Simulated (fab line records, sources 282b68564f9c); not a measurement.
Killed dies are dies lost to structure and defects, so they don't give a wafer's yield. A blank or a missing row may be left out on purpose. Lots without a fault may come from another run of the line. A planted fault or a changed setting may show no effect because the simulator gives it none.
One fault seen from 2 desks | flow rit_cmos | each desk has only its own numbers; what lay behind them comes last

THE METROLOGY DESK
What the gauges read, lot by lot, whatever tool the lot ran on: means of the sampled wafers that have a number. A lot is out of limits, marked OUT, if its mean lies more than 4 standard deviations from the usual mean; the brackets give that distance.
Columns: A = cd_nm at RIT_ACTIVE_CD_MEAS_11, usual 1399.9 nm; B = GATE_OXIDE_THK at RIT_GATE_THK_MEAS_07, usual 3.00 nm; C = GATE_OVL at RIT_GATE_OVL_MEAS_17, usual -0.3 nm
lot  | first seen here | A                | B    | C
L860 | day 1 15:52     | 1398.7           | 3.01 | -0.7
L862 | day 2 00:54     | 1402.7           | 3.01 | -1.3
L863 | day 2 06:30     | 1398.2           | 3.06 | 0.6
L865 | day 2 15:43     | 1399.7           | 2.97 | -0.7
L869 | day 3 15:59     | 1364.3 (-15) OUT | 2.98 | 1.7
L870 | day 3 19:01     | 1400.2           | 3.13 | 0.2
L872 | day 4 03:53     | 1395.1           | 3.02 | 2.7
L874 | day 4 13:43     | 1402.0           | 2.96 | -0.7
L879 | day 5 14:12     | 1401.0           | 2.98 | -0.7
L880 | day 5 18:41     | 1401.2           | 3.00 | -1.9
L881 | day 6 01:03     | 1399.8           | 2.89 | -0.5
L882 | day 6 05:49     | 1402.7           | 3.03 | -0.5
L883 | day 6 09:26     | 1403.6           | 3.04 | 1.7
This desk's finding: out of limits on L869; first on L869, day 3 15:59 (cd_nm at RIT_ACTIVE_CD_MEAS_11). In limits: L860, L862, L863, L865, L870, L872, L874, L879, L880, L881, L882, L883.

THE TOOL OWNER'S DESK: iline_stepper-01
The tool's own readings at RIT_ACTIVE_EXPOSE_08 (exposes mask M1, target cd 1400 nm): means of the sampled wafers that have a number, for each lot that ran on this tool. A lot is out of limits, marked OUT, if its mean lies more than 4 standard deviations from the usual mean; the brackets give that distance.
Columns: A = exposure_dose_mJ_cm2 at RIT_ACTIVE_EXPOSE_08, usual 224.99; B = reticle_temp_C at RIT_ACTIVE_EXPOSE_08, usual 22.99 C
lot  | first seen here | A                | B
L860 | day 1 15:28     | 224.97           | 22.98
L862 | day 2 00:30     | 224.64           | 23.06
L869 | day 3 15:35     | 219.52 (-24) OUT | 23.02
L881 | day 6 00:39     | 224.71           | 22.79
L882 | day 6 05:25     | 225.10           | 22.99
L883 | day 6 09:02     | 225.44           | 23.06
This desk's finding: out of limits on L869; first on L869, day 3 15:35 (exposure_dose_mJ_cm2 at RIT_ACTIVE_EXPOSE_08). In limits: L860, L862, L881, L882, L883.

PUT TOGETHER
The tool owner's desk could have raised an alarm at day 3 15:35, on L869.
The metrology desk could have raised an alarm at day 3 15:59, on L869.
Of the lots named, all ran RIT_ACTIVE_EXPOSE_08 on iline_stepper-01.

WHAT THE SIMULATOR HAD PUT IN
Process parameter drift: iline_stepper-01, from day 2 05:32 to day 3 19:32, at RIT_ACTIVE_EXPOSE_08. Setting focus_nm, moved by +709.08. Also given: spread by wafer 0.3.
Lots struck among those shown: L869.
Hours from the fault's start to each desk's first reading out of limits: the tool owner's desk, 34; the metrology desk, 34.
